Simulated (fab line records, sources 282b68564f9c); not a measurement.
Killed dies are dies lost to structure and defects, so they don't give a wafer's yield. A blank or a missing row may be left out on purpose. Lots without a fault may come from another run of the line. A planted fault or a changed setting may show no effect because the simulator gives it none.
fab line records | flow rit_cmos
record lots=5 wafers=23
route steps=202 shown ACTIVE@7 NWELL@36 GATE@84 REOX@98 NLDD@111 PLDD@122 SPACER@125 PSD@143 M1@202
start_h: hours from the record's first day to the start of the lot's first wafer shown | wait_h: hours since the lot's step before | " the same as in the row above | L1.1+2: a row that stands for several wafers | - no value, or no start given | * or withheld: withheld | < > ~ a bound
route shown NAME@n: a module of which the file shows steps, and the number in the route of the first | usual: mean/standard deviation of fault-free wafers | same: alike in all rows | chamber/n: place in a boat | sites: the reading at each site | _std_site: their standard deviation | _edge_site: outer sites' mean less inner sites' | radius_mm: how far each site lies from the wafer's centre | mask NAME#n: copy n | behind: the tool/chamber that last shaped the wafer | hold: why the lot was held/for how many hours/how that ended | device: the transistor (n, p or np) that didn't switch | end of line: the same wafers' tests at the end of the route | a step without rows: its recipe alone | killed: dies lost to structure and defects at the first sort, not the wafer's yield | map: a wafer's dies, x killed, . not, _ none there
set.NAME: the setting as run; set.NAME@STEP: as run at that earlier step | model.NAME: the simulator's own value behind a step, which no gauge read
lots whose settings were changed on purpose; a table a step, a row a wafer
## steps
# step RIT_ACTIVE_COAT_06
# recipe resist=NOVOLAK spin_rpm=3250 resist_thk_nm=1000
# columns lot.wafer tool chamber start_h wait_h set.spin_rpm model.NOVOLAK_of_ACTIVE_COAT_06.thk_nm
L076.1 litho_track-04 0 23.84 0.1 3250 1001
L076.2 " 0 " " 3335 984
L076.4 " 0 " " 3250 998.5
L076.5 " 0 " " 3335 987.3
L076.6 " 0 " " 3335 987.5
L077.1+3 litho_track-01 0 29.64 0.1 3250 1001
L077.2 " 0 " " 3250 1002
L077.4 " 0 " " 3250 997.8
L077.5 " 0 " " 3250 1000
L080.1 litho_track-02 0 45.44 0.1 3250 999.6
L080.2 " 0 " " 3250 999.3
L080.3 " 0 " " 3250 997.5
L080.4 " 0 " " 3250 1000
L080.6 " 0 " " 3250 996
L079.2 litho_track-01 0 45.45 0.1 3250 1003
L079.3+5 " 0 " " 3250 1005
L081.1 litho_track-01 0 50.05 0.1 3327 989.5
L081.2 " 0 " " 3327 991.2
L081.3 " 0 " " 3250 1000
L081.5+6 " 0 " " 3250 1003
# step RIT_ACTIVE_EXPOSE_08
# recipe mask_id=M1 na=0.6 source_shape=conventional sigma_outer=0.6 target_cd_nm=1400 dose_mj=225
# columns lot.wafer tool chamber start_h wait_h mask set.dose_mj
L076.1+2+5 iline_stepper-02 0 24.26 0.2 M1#0 225
L076.4+6 " 0 " " M1#0 217.2
L077.1+5 iline_stepper-01 0 30.07 0.2 M1#0 225
L077.2+3+4 " 0 " " M1#0 219.1
L079.2+3+5 iline_stepper-02 0 45.87 0.2 M1#0 225
L080.1+3+6 iline_stepper-01 0 46.11 0.5 M1#0 239.3
L080.2+4 " 0 " " M1#0 225
L081.1+2+3+5+6 iline_stepper-02 0 50.48 0.2 M1#0 225
# step RIT_ACTIVE_PEB_09
# recipe resist=NOVOLAK temp_c=withheld time_s=withheld
# step RIT_ACTIVE_DEVELOP_10
# recipe resist=NOVOLAK develop_time_s=48.2 dev_temp_c=23
# columns lot.wafer tool chamber start_h wait_h set.dose_mj@ACTIVE_EXPOSE_08 model.ACTIVE.cd_nm
L076.1 litho_track-04 0 - - 225 1402
L076.2 " 0 " " 225 1401
L076.4 " 0 " " 217.2 1412
L076.5 " 0 " " 225 1403
L076.6 " 0 " " 217.2 1414
L077.1 litho_track-04 0 - - 225 1398
L077.2 " 0 " " 219.1 1405
L077.3 " 0 " " 219.1 1407
L077.4 " 0 " " 219.1 1406
L077.5 " 0 " " 225 1399
L079.2+5 litho_track-01 0 - - 225 1401
L079.3 " 0 " " 225 1400
L080.1 litho_track-01 0 - - 239.3 1389
L080.2 " 0 " " 225 1404
L080.3 " 0 " " 239.3 1385
L080.4 " 0 " " 225 1406
L080.6 " 0 " " 239.3 1386
L081.1+3+5 litho_track-04 0 - - 225 1401
L081.2+6 " 0 " " 225 1402
# step RIT_ACTIVE_CD_MEAS_11
# recipe target_cd_nm=1400
# usual cd_nm=1401.3/2.2
# columns lot.wafer tool chamber start_h wait_h set.dose_mj@ACTIVE_EXPOSE_08 cd_nm
L076.1 cd_sem-01 - 24.66 - 225 1402.1
L076.2 " - " " 225 1401.2
L076.4 " - " " 217.2 1412.0
L076.5 " - " " 225 1402.9
L076.6 " - " " 217.2 1413.8
L077.1 cd_sem-02 - 30.47 - 225 1398.4
L077.2 " - " " 219.1 1404.6
L077.3 " - " " 219.1 1406.8
L077.4 " - " " 219.1 1405.3
L077.5 " - " " 225 1398.9
L079.2 cd_sem-02 - 46.31 - 225 1401.5
L079.3 " - " " 225 1400.4
L079.5 " - " " 225 1401.0
L080.1 cd_sem-01 - 46.57 - 239.3 1388.8
L080.2 " - " " 225 1404.5
L080.3 " - " " 239.3 1385.4
L080.4 " - " " 225 1406.1
L080.6 " - " " 239.3 1385.7
L081.1 cd_sem-02 - 50.88 - 225 1401.0
L081.2 " - " " 225 1401.7
L081.3 " - " " 225 1401.1
L081.5 " - " " 225 1400.8
L081.6 " - " " 225 1402.4
# step RIT_ACTIVE_HARDBAKE_12
# recipe resist=NOVOLAK temp_c=140 time_s=60
# columns lot.wafer tool chamber start_h wait_h set.spin_rpm@ACTIVE_COAT_06 model.NOVOLAK_of_ACTIVE_COAT_06.thk_nm
L076.1 litho_track-02 0 24.78 0.1 3250 885.1
L076.2 " 0 " " 3335 869.8
L076.4 " 0 " " 3250 882.4
L076.5 " 0 " " 3335 872.7
L076.6 " 0 " " 3335 872.8
L077.1 litho_track-02 0 30.59 0.1 3250 884.7
L077.2 " 0 " " 3250 885.1
L077.3 " 0 " " 3250 884.9
L077.4 " 0 " " 3250 881.9
L077.5 " 0 " " 3250 883.9
L079.2 litho_track-02 0 46.43 0.1 3250 886.6
L079.3 " 0 " " 3250 887.9
L079.5 " 0 " " 3250 888
L080.1 litho_track-02 0 46.71 0.1 3250 883.5
L080.2 " 0 " " 3250 883.2
L080.3 " 0 " " 3250 881.5
L080.4 " 0 " " 3250 884.1
L080.6 " 0 " " 3250 880.2
L081.1 litho_track-01 0 51.00 0.1 3327 874.6
L081.2 " 0 " " 3327 876.1
L081.3 " 0 " " 3250 884
L081.5 " 0 " " 3250 886.3
L081.6 " 0 " " 3250 886.2
# step RIT_ACTIVE_STRIP_14
# recipe chemistry=O2 time_s=180 resist=NOVOLAK platen_temp_c=withheld power_w=500 pressure_mtorr=4000 o2_flow_sccm=4000
# columns lot.wafer tool chamber start_h wait_h set.pressure_mtorr
L076.1+2+4+5+6 plasma_asher-02 0,1,0,1,0 25.07 0.1 4000
L077.1+2+3+4+5 plasma_asher-02 0,1,1,0,1 30.87 0.1 3534
L079.2+3+5 plasma_asher-02 0,1,0 46.69 0.1 4000
L080.1+2+3+4+6 plasma_asher-03 1,0,0,1,1 46.99 0.1 3495
L081.1+2+3+5+6 plasma_asher-03 1,0,0,1,0 51.28 0.1 4453
# step RIT_ACTIVE_CD_MEAS_90
# recipe target_cd_nm=1400
# usual cd_nm=1401.4/2.1
# columns lot.wafer tool chamber start_h wait_h set.dose_mj@ACTIVE_EXPOSE_08 cd_nm
L076.1 cd_sem-02 - 25.24 0.1 225 1402.3
L076.2 " - " " 225 1400.9
L076.4 " - " " 217.2 1411.8
L076.5 " - " " 225 1403.0
L076.6 " - " " 217.2 1413.4
L077.1 cd_sem-01 - 31.05 0.1 225 1398.1
L077.2 " - " " 219.1 1404.7
L077.3 " - " " 219.1 1406.7
L077.4 " - " " 219.1 1405.7
L077.5 " - " " 225 1398.9
L079.2 cd_sem-01 - 46.89 0.1 225 1401.1
L079.3 " - " " 225 1400.8
L079.5 " - " " 225 1401.2
L080.1 cd_sem-02 - 47.17 0.1 239.3 1389.1
L080.2 " - " " 225 1404.3
L080.3 " - " " 239.3 1385.2
L080.4 " - " " 225 1406.2
L080.6 " - " " 239.3 1385.7
L081.1 cd_sem-01 - 51.46 0.1 225 1400.7
L081.2 " - " " 225 1401.4
L081.3 " - " " 225 1401.0
L081.5 " - " " 225 1400.9
L081.6 " - " " 225 1402.2
# step RIT_NWELL_IMPLANT_08
# recipe species=P energy_kev=170 dose_cm2=5e+13 tilt_deg=7
# columns lot.wafer tool chamber start_h wait_h set.energy_kev model.implant.rp_nm model.implant.drp_nm
L076.1+2+4+5+6 implanter-02 0 32.15 0.2 170 216.3 68.82
L077.1+4 implanter-04 0 37.27 0.2 162.6 199.9 66.61
L077.2+3+5 " 0 " " 170 209.3 68.82
L080.1+3 implanter-03 0 54.10 0.2 178.3 223.4 71.33
L080.2+4+6 " 0 " " 170 212.7 68.82
L079.2+3+5 implanter-02 0 54.24 0.2 170 218.1 68.82
L081.1+5+6 implanter-03 0 57.42 0.2 170 213.2 68.82
L081.2+3 " 0 " " 164.6 206.2 67.21
# step RIT_GATE_CVD_08
# recipe material=poly-Si target_thk_nm=250 temp_c=610 precursor=SiH4 time_s=2220 pressure_mtorr=300 sih4_flow_sccm=100
# columns lot.wafer tool chamber start_h wait_h set.temp_c
L076.1+2+4+5+6 - - - 0.1 604.4
L077.1+2+3+4+5 - - - 0.1 626.4
L080.1+2+3+4+6 - - - 0.1 610
L079.2+3+5 lpcvd-01 1 68.53 1.1 610
L081.1+2+3+5+6 - - - 0.1 610
# step RIT_GATE_EXPOSE_13
# recipe mask_id=M6 na=0.6 source_shape=conventional sigma_outer=0.6 target_cd_nm=150 dose_mj=380
# columns lot.wafer tool chamber start_h wait_h mask set.dose_mj
L076.1+2+4+5+6 iline_stepper-01 0 51.12 0.1 M6#0 380
L077.1+2+3 iline_stepper-02 0 55.40 0.2 M6#0 380
L077.4+5 " 0 " " M6#0 357.2
L080.1+6 iline_stepper-02 0 69.45 0.1 M6#0 389.4
L080.2+3+4 " 0 " " M6#0 380
L079.2+3+5 iline_stepper-01 0 70.80 0.2 M6#0 380
L081.1+3+6 iline_stepper-02 0 78.91 0.2 M6#0 380
L081.2+5 " 0 " " M6#0 394.4
# step RIT_GATE_PEB_14
# recipe resist=NOVOLAK temp_c=withheld time_s=withheld
# step RIT_GATE_DEVELOP_15
# recipe resist=NOVOLAK develop_time_s=52.08 dev_temp_c=23
# step RIT_GATE_HARDBAKE_18
# recipe resist=NOVOLAK temp_c=140 time_s=60
# step RIT_GATE_ETCH_19
# recipe chemistry=SF6/CHF3/O2 time_s=165 SF6_flow_sccm=30 CHF3_flow_sccm=30 O2_flow_sccm=5 target=poly-Si pressure_mtorr=40 rf_w=160 target_depth_a=3125 over_etch_frac=0.25 stop_on=SiO2
# usual oes_product_au=0.851/0.018
# columns lot.wafer tool chamber start_h wait_h set.temp_c@GATE_CVD_08 oes_product_au
L076.1 rie_si-02 3 51.83 0.1 604.4 0.783
L076.2 " 2 " " 604.4 0.791
L076.4 " 1 " " 604.4 0.756
L076.5 " 1 " " 604.4 0.757
L076.6 " 0 " " 604.4 0.780
L077.1 rie_si-01 1 56.25 0.1 626.4 0.972
L077.2 " 0 " " 626.4 0.984
L077.3 " 3 " " 626.4 0.979
L077.4 " 2 " " 626.4 1.022
L077.5 " 3 " " 626.4 0.997
L080.1 rie_si-01 3 70.16 0.1 610 0.853
L080.2 " 2 " " 610 0.854
L080.3 " 1 " " 610 0.845
L080.4 " 0 " " 610 0.809
L080.6 " 3 " " 610 0.849
L079.2 rie_si-02 1 71.49 0.1 610 0.840
L079.3 " 0 " " 610 0.861
L079.5 " 3 " " 610 0.873
L081.1 rie_si-01 1 79.62 0.1 610 0.853
L081.2 " 2 " " 610 0.849
L081.3 " 3 " " 610 0.836
L081.5 " 3 " " 610 0.838
L081.6 " 0 " " 610 0.818
# step RIT_GATE_STRIP_20
# recipe chemistry=O2 time_s=180 resist=NOVOLAK platen_temp_c=withheld power_w=500 pressure_mtorr=4000 o2_flow_sccm=4000
# step RIT_REOX_CLEAN_00
# recipe chemistry=SC1 mix=3:3:50 time_s=600 temp_c=75
# columns lot.wafer tool chamber start_h wait_h set.temp_c@GATE_CVD_08 model.poly-Si_of_GATE_CVD_08.thk_nm
L076.1 wet_bench-02 1 52.23 0.1 604.4 213.5
L076.2 " 1 " " 604.4 212.5
L076.4 " 1 " " 604.4 214.1
L076.5 " 1 " " 604.4 213.3
L076.6 " 1 " " 604.4 213.4
L077.1 wet_bench-01 2 56.66 0.1 626.4 361.3
L077.2 " 2 " " 626.4 360.4
L077.3+5 " 2 " " 626.4 361.1
L077.4 " 2 " " 626.4 363
L080.1 wet_bench-04 2 70.56 0.1 610 248.7
L080.2 " 2 " " 610 245.2
L080.3 " 2 " " 610 244.5
L080.4 " 2 " " 610 246.2
L080.6 " 2 " " 610 245
L079.2 wet_bench-04 2 71.89 0.1 610 247.9
L079.3 " 2 " " 610 250.9
L079.5 " 2 " " 610 250.1
L081.1 wet_bench-01 3 80.02 0.1 610 245.5
L081.2 " 3 " " 610 244.7
L081.3 " 3 " " 610 243.9
L081.5 " 3 " " 610 246
L081.6 " 3 " " 610 245.2
# step RIT_REOX_OXIDATION_03
# recipe temp_c=900 ambient=O2 target_thk_a=252 ox_time_s=5580
# columns lot.wafer tool chamber start_h wait_h set.ox_time_s model.SiO2_of_REOX_OXIDATION_03.thk_nm
L076.1 - - - 0.8 5338 23.96
L076.2 " - " " 5338 24.16
L076.4 " - " " 5338 24.32
L076.5 " - " " 5338 24.2
L076.6 " - " " 5338 23.95
L077.1 - - - 0.0 4793 23.14
L077.2 " - " " 4793 23.04
L077.3 " - " " 4793 23.02
L077.4 " - " " 4793 22.9
L077.5 " - " " 4793 22.8
L079.2 furnace-03 0 74.35 2.1 5580 25.94
L079.3 " 0 " " 5580 26.14
L079.5 " 0 " " 5580 25.8
L080.1 - - - 3.4 6330 27.25
L080.2 " - " " 6330 27.32
L080.3 " - " " 6330 27.03
L080.4 " - " " 6330 26.86
L080.6 " - " " 6330 26.69
L081.1 - - - 0.2 6275 27.66
L081.2 " - " " 6275 27.56
L081.3 " - " " 6275 27.6
L081.5 " - " " 6275 27.49
L081.6 " - " " 6275 27.39
# step RIT_REOX_THK_MEAS_04
# recipe reads=SiO2_of_REOX_OXIDATION_03
# usual REOX_OXIDE_THK=25.2/0.5
# columns lot.wafer tool chamber start_h wait_h set.ox_time_s@REOX_OXIDATION_03 REOX_OXIDE_THK[nm]
L076.1 film_metro-01 - - - 5338 24.0
L076.2 " - " " 5338 24.1
L076.4 " - " " 5338 24.4
L076.5 " - " " 5338 24.3
L076.6 " - " " 5338 24.0
L077.1 film_metro-04 - - - 4793 23.1
L077.2 " - " " 4793 23.0
L077.3 " - " " 4793 23.0
L077.4 " - " " 4793 22.9
L077.5 " - " " 4793 22.8
L080.1 film_metro-02 - - - 6330 27.3
L080.2 " - " " 6330 27.2
L080.3 " - " " 6330 27.1
L080.4 " - " " 6330 26.9
L080.6 " - " " 6330 26.7
L079.2 film_metro-04 - 76.91 0.0 5580 26.0
L079.3 " - " " 5580 26.1
L079.5 " - " " 5580 25.8
L081.1 film_metro-02 - - - 6275 27.6
L081.2 " - " " 6275 27.5
L081.3 " - " " 6275 27.7
L081.5 " - " " 6275 27.5
L081.6 " - " " 6275 27.4
# step RIT_NLDD_IMPLANT_08
# recipe species=P energy_kev=20 dose_cm2=5e+14 tilt_deg=7
# columns lot.wafer tool chamber start_h wait_h set.dose_cm2
L076.1+4 implanter-02 0 57.11 0.1 5.119e+14
L076.2+5+6 " 0 " " 5e+14
L077.1+2+3+4+5 implanter-02 0 60.77 0.1 5e+14
L079.2+3+5 implanter-04 0 78.02 0.1 5e+14
L080.1+3 implanter-03 0 78.11 0.1 5e+14
L080.2+4+6 " 0 " " 4.773e+14
L081.1+2+3 implanter-02 0 84.39 0.1 5e+14
L081.5+6 " 0 " " 4.658e+14
# step RIT_NLDD_STRIP_09
# recipe chemistry=O2 time_s=180 resist=NOVOLAK platen_temp_c=withheld power_w=500 pressure_mtorr=4000 o2_flow_sccm=4000
# step RIT_NLDD_TW_MEAS_10
# usual NLDD_TW=2490/10
# columns lot.wafer tool chamber start_h wait_h set.dose_cm2@NLDD_IMPLANT_08 NLDD_TW
L076.1 film_metro-03 - 57.43 0.1 5.119e+14 2508
L076.2 " - " " 5e+14 2488
L076.4 " - " " 5.119e+14 2509
L076.5 " - " " 5e+14 2494
L076.6 " - " " 5e+14 2509
L077.1 film_metro-04 - 61.10 0.1 5e+14 2484
L077.2 " - " " 5e+14 2481
L077.3 " - " " 5e+14 2488
L077.4 " - " " 5e+14 2487
L077.5 " - " " 5e+14 2498
L079.2 film_metro-03 - 78.33 0.1 5e+14 2485
L079.3 " - " " 5e+14 2492
L079.5 " - " " 5e+14 2479
L080.1 film_metro-03 - 78.43 0.1 5e+14 2497
L080.2 " - " " 4.773e+14 2447
L080.3 " - " " 5e+14 2487
L080.4 " - " " 4.773e+14 2451
L080.6 " - " " 4.773e+14 2458
L081.1 film_metro-03 - 84.72 0.1 5e+14 2480
L081.2 " - " " 5e+14 2497
L081.3 " - " " 5e+14 2492
L081.5 " - " " 4.658e+14 2457
L081.6 " - " " 4.658e+14 2456
# step RIT_PLDD_IMPLANT_08
# recipe species=BF2 energy_kev=20 dose_cm2=9e+14 tilt_deg=7
# columns lot.wafer tool chamber start_h wait_h set.dose_cm2
L076.1+5+6 implanter-01 0 58.53 0.1 9.282e+14
L076.2+4 " 0 " " 9e+14
L077.1+2+3+4+5 implanter-02 0 62.20 0.1 9e+14
L079.2+3+5 implanter-04 0 79.58 0.1 9e+14
L080.1+3+6 implanter-02 0 79.89 0.1 9.26e+14
L080.2+4 " 0 " " 9e+14
L081.1+5 implanter-04 0 85.94 0.1 8.625e+14
L081.2+3+6 " 0 " " 9e+14
# step RIT_SPACER_CLEAN_00
# recipe chemistry=SC1 mix=3:3:50 time_s=600 temp_c=75
# columns lot.wafer tool chamber start_h wait_h set.time_s set.ox_time_s@REOX_OXIDATION_03 model.SiO2_of_REOX_OXIDATION_03.thk_nm
L076.1 - - - 0.1 600 5338 22.14
L076.2 " - " " 600 5338 22.31
L076.4 " - " " 600 5338 22.47
L076.5 " - " " 600 5338 22.33
L076.6 " - " " 600 5338 22.11
L077.1 - - - 0.1 600 4793 21.36
L077.2 " - " " 600 4793 21.27
L077.3 " - " " 600 4793 21.24
L077.4 " - " " 600 4793 21.12
L077.5 " - " " 600 4793 21.05
L079.2 wet_bench-04 3 79.94 0.0 600 5580 23.93
L079.3 " 3 " " 600 5580 24.1
L079.5 " 3 " " 600 5580 23.8
L080.1 - - - 0.1 671.3 6330 24.88
L080.2 " - " " 671.3 6330 24.94
L080.3 " - " " 671.3 6330 24.67
L080.4 " - " " 671.3 6330 24.52
L080.6 " - " " 671.3 6330 24.34
L081.1 - - - 0.1 600 6275 25.51
L081.2 " - " " 600 6275 25.4
L081.3 " - " " 600 6275 25.45
L081.5 " - " " 600 6275 25.35
L081.6 " - " " 600 6275 25.25
# step RIT_PSD_COAT_01
# recipe resist=NOVOLAK spin_rpm=3250 resist_thk_nm=1000
# columns lot.wafer tool chamber start_h wait_h set.resist_thk_nm model.NOVOLAK_of_PSD_COAT_01.thk_nm
L076.1+2 litho_track-03 0 63.99 0.1 1000 1002
L076.4+5 " 0 " " 1035 1040
L076.6 " 0 " " 1000 1003
L077.1 litho_track-02 0 66.82 0.1 1000 996.9
L077.2 " 0 " " 1000 996.4
L077.3 " 0 " " 976.2 969.8
L077.4 " 0 " " 976.2 971.3
L077.5 " 0 " " 1000 994.3
L079.2 litho_track-02 0 85.06 0.1 1000 996.6
L079.3 " 0 " " 1000 998
L079.5 " 0 " " 1000 998.1
L080.1 litho_track-03 0 85.42 0.1 1000 1004
L080.2+3 " 0 " " 1000 1003
L080.4 " 0 " " 1000 1005
L080.6 " 0 " " 1000 1002
L081.1 litho_track-03 0 90.51 0.1 1000 1008
L081.2 " 0 " " 1027 1032
L081.3 " 0 " " 1000 1007
L081.5 " 0 " " 1027 1034
L081.6 " 0 " " 1027 1029
# step RIT_M1_PROBE_99
# usual killed_at_contacts=0.1/0.36 killed_at_front_end=7/3.1 killed_dies=7/3.3 killed_open=3.8/2.5 killed_short=3.4/2.1
# same gross_dies=264 killed_at_M0_to_M3=0 killed_at_M4_up=0 killed_at_back_side=0 killed_at_other=0
# columns lot.wafer tool chamber start_h wait_h set.dose_mj@GATE_EXPOSE_13 killed_at_contacts killed_at_front_end killed_dies killed_open killed_short model.etest.pmos_0p3.r_on_ohm_um model.etest.pmos_turned.r_on_ohm_um
L076.1 prober-02 - 73.42 0.1 380 0 6 6 3 3 6169 3121
L076.2 prober-02 - 73.47 0.1 380 0 7 7 1 6 6187 3146
L076.4 prober-02 - 73.57 0.2 380 0 4 4 3 1 6325 3313
L076.5 prober-02 - 73.62 0.2 380 0 1 1 0 1 6161 3152
L076.6 prober-02 - 73.67 0.2 380 0 5 5 2 3 6173 3186
L077.1 prober-01 - 76.23 0.1 380 0 264 264 4 3 - -
L077.2 prober-01 - 76.28 0.1 380 1 263 264 5 5 - -
L077.3 prober-01 - 76.33 0.2 380 0 264 264 1 1 - -
L077.4 prober-01 - 76.38 0.2 357.2 0 264 264 3 4 - -
L077.5 prober-01 - 76.43 0.2 357.2 0 264 264 5 2 - -
L079.2 prober-01 - 94.83 0.1 380 0 12 12 5 7 6553 3586
L079.3 prober-01 - 94.88 0.2 380 1 10 11 8 3 6491 3616
L079.5 prober-01 - 94.98 0.2 380 0 7 7 2 5 6590 3609
L080.1 prober-02 - 96.28 0.1 389.4 0 14 14 4 2 6249 3394
L080.2 prober-02 - 96.33 0.1 380 0 7 7 3 4 6476 3719
L080.3 prober-02 - 96.38 0.2 380 0 10 10 6 4 6466 3639
L080.4 prober-02 - 96.43 0.2 380 0 8 8 2 6 6264 3558
L080.6 prober-02 - 96.53 0.2 389.4 0 11 11 2 4 6168 3251
L081.1 prober-01 - 100.06 0.1 380 0 7 7 6 1 6750 3918
L081.2 prober-01 - 100.11 0.1 394.4 0 57 57 4 2 6495 3414
L081.3 prober-01 - 100.16 0.2 380 0 9 9 4 5 6769 3838
L081.5 prober-01 - 100.26 0.2 394.4 0 114 114 7 4 6337 3353
L081.6 prober-01 - 100.31 0.2 380 0 5 5 0 5 6820 3887
# killed by level:class
L076.1 FOX1:geometric_particle:short=2 REOX:geometric_particle:open=1 REOX:geometric_particle:short=1 SPACER:geometric_particle:open=1 SILICIDE:geometric_particle:open=1
L076.2 SPACER:geometric_particle:short=2 FOX1:geometric_particle:short=1 GATE:geometric_particle:open=1 GATE:geometric_particle:short=1 REOX:geometric_particle:short=1 SILICIDE:geometric_particle:short=1
L076.4 FOX2:geometric_particle:short=1 REOX:geometric_particle:open=1 SPACER:geometric_particle:open=1 SILICIDE:geometric_particle:open=1
L076.5 SPACER:geometric_particle:short=1
L076.6 GATE:geometric_particle:short=2 FOX1:geometric_particle:short=1 GATE:geometric_particle:open=1 REOX:geometric_particle:open=1
L077.1 GATE:area_etch=257 GATE:geometric_particle:open=2 REOX:geometric_particle:open=2 FOX1:geometric_particle:short=1 GATE:geometric_particle:short=1 SILICIDE:geometric_particle:short=1
L077.2 GATE:area_etch=254 GATE:geometric_particle:short=2 SPACER:geometric_particle:short=2 FOX1:geometric_particle:short=1 FOX2:geometric_particle:open=1 GATE:geometric_particle:open=1 REOX:geometric_particle:open=1 SPACER:geometric_particle:open=1
L077.3 GATE:area_etch=262 FOX2:geometric_particle:open=1 GATE:geometric_particle:short=1
L077.4 GATE:area_etch=154 GATE:area_expose=103 FOX2:geometric_particle:short=2 FOX1:geometric_particle:open=1 FOX2:geometric_particle:open=1 GATE:geometric_particle:open=1 GATE:geometric_particle:short=1 SPACER:geometric_particle:short=1
L077.5 GATE:area_etch=150 GATE:area_expose=107 REOX:geometric_particle:open=2 GATE:geometric_particle:open=2 FOX2:geometric_particle:short=1 GATE:geometric_particle:short=1 SPACER:geometric_particle:open=1
L079.2 SILICIDE:geometric_particle:short=4 FOX1:geometric_particle:open=2 GATE:geometric_particle:short=2 GATE:geometric_particle:open=2 FOX1:geometric_particle:short=1 SILICIDE:geometric_particle:open=1
L079.3 GATE:geometric_particle:open=6 GATE:geometric_particle:short=2 FOX1:geometric_particle:short=1 REOX:geometric_particle:open=1 CONTACT:geometric_particle:open=1
L079.5 GATE:geometric_particle:short=3 REOX:geometric_particle:short=1 REOX:geometric_particle:open=1 SILICIDE:geometric_particle:open=1 SILICIDE:geometric_particle:short=1
L080.1 GATE:area_expose=8 GATE:geometric_particle:open=2 FOX1:geometric_particle:open=1 FOX2:geometric_particle:open=1 FOX2:geometric_particle:short=1 GATE:geometric_particle:short=1
L080.2 FOX1:geometric_particle:short=2 FOX2:geometric_particle:open=2 FOX1:geometric_particle:open=1 REOX:geometric_particle:short=1 SILICIDE:geometric_particle:short=1
L080.3 GATE:geometric_particle:open=2 REOX:geometric_particle:short=2 SILICIDE:geometric_particle:open=2 FOX1:geometric_particle:open=1 FOX2:geometric_particle:open=1 FOX2:geometric_particle:short=1 GATE:geometric_particle:short=1
L080.4 FOX1:geometric_particle:short=2 FOX2:geometric_particle:short=2 FOX2:geometric_particle:open=1 GATE:geometric_particle:short=1 SPACER:geometric_particle:short=1 SILICIDE:geometric_particle:open=1
L080.6 GATE:area_expose=5 GATE:geometric_particle:short=3 GATE:geometric_particle:open=2 REOX:geometric_particle:short=1
L081.1 SILICIDE:geometric_particle:open=3 FOX2:geometric_particle:open=1 GATE:geometric_particle:open=1 REOX:geometric_particle:short=1 REOX:geometric_particle:open=1
L081.2 GATE:area_expose=51 GATE:geometric_particle:open=2 FOX1:geometric_particle:open=1 GATE:geometric_particle:short=1 REOX:geometric_particle:open=1 REOX:geometric_particle:short=1
L081.3 GATE:geometric_particle:open=3 FOX1:geometric_particle:short=2 GATE:geometric_particle:short=1 SPACER:geometric_particle:open=1 SPACER:geometric_particle:short=1 SILICIDE:geometric_particle:short=1
L081.5 GATE:area_expose=103 GATE:geometric_particle:open=5 GATE:geometric_particle:short=3 FOX1:geometric_particle:open=1 FOX1:geometric_particle:short=1 FOX2:geometric_particle:open=1
L081.6 GATE:geometric_particle:short=2 FOX1:geometric_particle:short=1 REOX:geometric_particle:short=1 SILICIDE:geometric_particle:short=1
## key
split step=RIT_ACTIVE_COAT_06 setting=spin_rpm stated=3250 by=wafer
response step=RIT_ACTIVE_COAT_06 reading=model.NOVOLAK_of_ACTIVE_COAT_06.thk_nm change=-5.08 per=1% r=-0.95
response step=RIT_ACTIVE_HARDBAKE_12 reading=model.NOVOLAK_of_ACTIVE_COAT_06.thk_nm change=-4.45 per=1% r=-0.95
split step=RIT_ACTIVE_EXPOSE_08 setting=dose_mj stated=225 by=wafer
response step=RIT_ACTIVE_DEVELOP_10 reading=model.ACTIVE.cd_nm change=-2.93 per=1% r=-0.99
response step=RIT_ACTIVE_CD_MEAS_11 reading=cd_nm change=-2.94 per=1% r=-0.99
response step=RIT_ACTIVE_CD_MEAS_90 reading=cd_nm change=-2.92 per=1% r=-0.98
split step=RIT_ACTIVE_STRIP_14 setting=pressure_mtorr stated=4000 by=lot
response none clear
split step=RIT_NWELL_IMPLANT_08 setting=energy_kev stated=170 by=wafer
response step=RIT_NWELL_IMPLANT_08 reading=model.implant.rp_nm change=+2.17 per=1% r=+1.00
response step=RIT_NWELL_IMPLANT_08 reading=model.implant.drp_nm change=+0.511 per=1% r=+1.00
split step=RIT_GATE_CVD_08 setting=temp_c stated=610 by=lot
response step=RIT_GATE_ETCH_19 reading=oes_product_au change=+0.0582 per=1% r=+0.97
response step=RIT_REOX_CLEAN_00 reading=model.poly-Si_of_GATE_CVD_08.thk_nm change=+41.7 per=1% r=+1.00
split step=RIT_GATE_EXPOSE_13 setting=dose_mj stated=380 by=wafer
response step=RIT_M1_PROBE_99 reading=model.etest.pmos_turned.r_on_ohm_um change=-130 per=1% r=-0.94
response step=RIT_M1_PROBE_99 reading=model.etest.pmos_0p3.r_on_ohm_um change=-90.7 per=1% r=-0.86
split step=RIT_REOX_OXIDATION_03 setting=ox_time_s stated=5580 by=lot
response step=RIT_REOX_OXIDATION_03 reading=model.SiO2_of_REOX_OXIDATION_03.thk_nm change=+0.162 per=1% r=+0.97
response step=RIT_REOX_THK_MEAS_04 reading=REOX_OXIDE_THK change=+0.161 per=1% r=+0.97
response step=RIT_SPACER_CLEAN_00 reading=model.SiO2_of_REOX_OXIDATION_03.thk_nm change=+0.143 per=1% r=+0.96
split step=RIT_NLDD_IMPLANT_08 setting=dose_cm2 stated=5e+14 by=wafer
response step=RIT_NLDD_TW_MEAS_10 reading=NLDD_TW change=+5.99 per=1% r=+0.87
split step=RIT_PLDD_IMPLANT_08 setting=dose_cm2 stated=9e+14 by=wafer
response none in this file
split step=RIT_SPACER_CLEAN_00 setting=time_s stated=600 by=lot
response none clear
split step=RIT_PSD_COAT_01 setting=resist_thk_nm stated=1000 by=wafer
response step=RIT_PSD_COAT_01 reading=model.NOVOLAK_of_PSD_COAT_01.thk_nm change=+10.2 per=1% r=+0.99
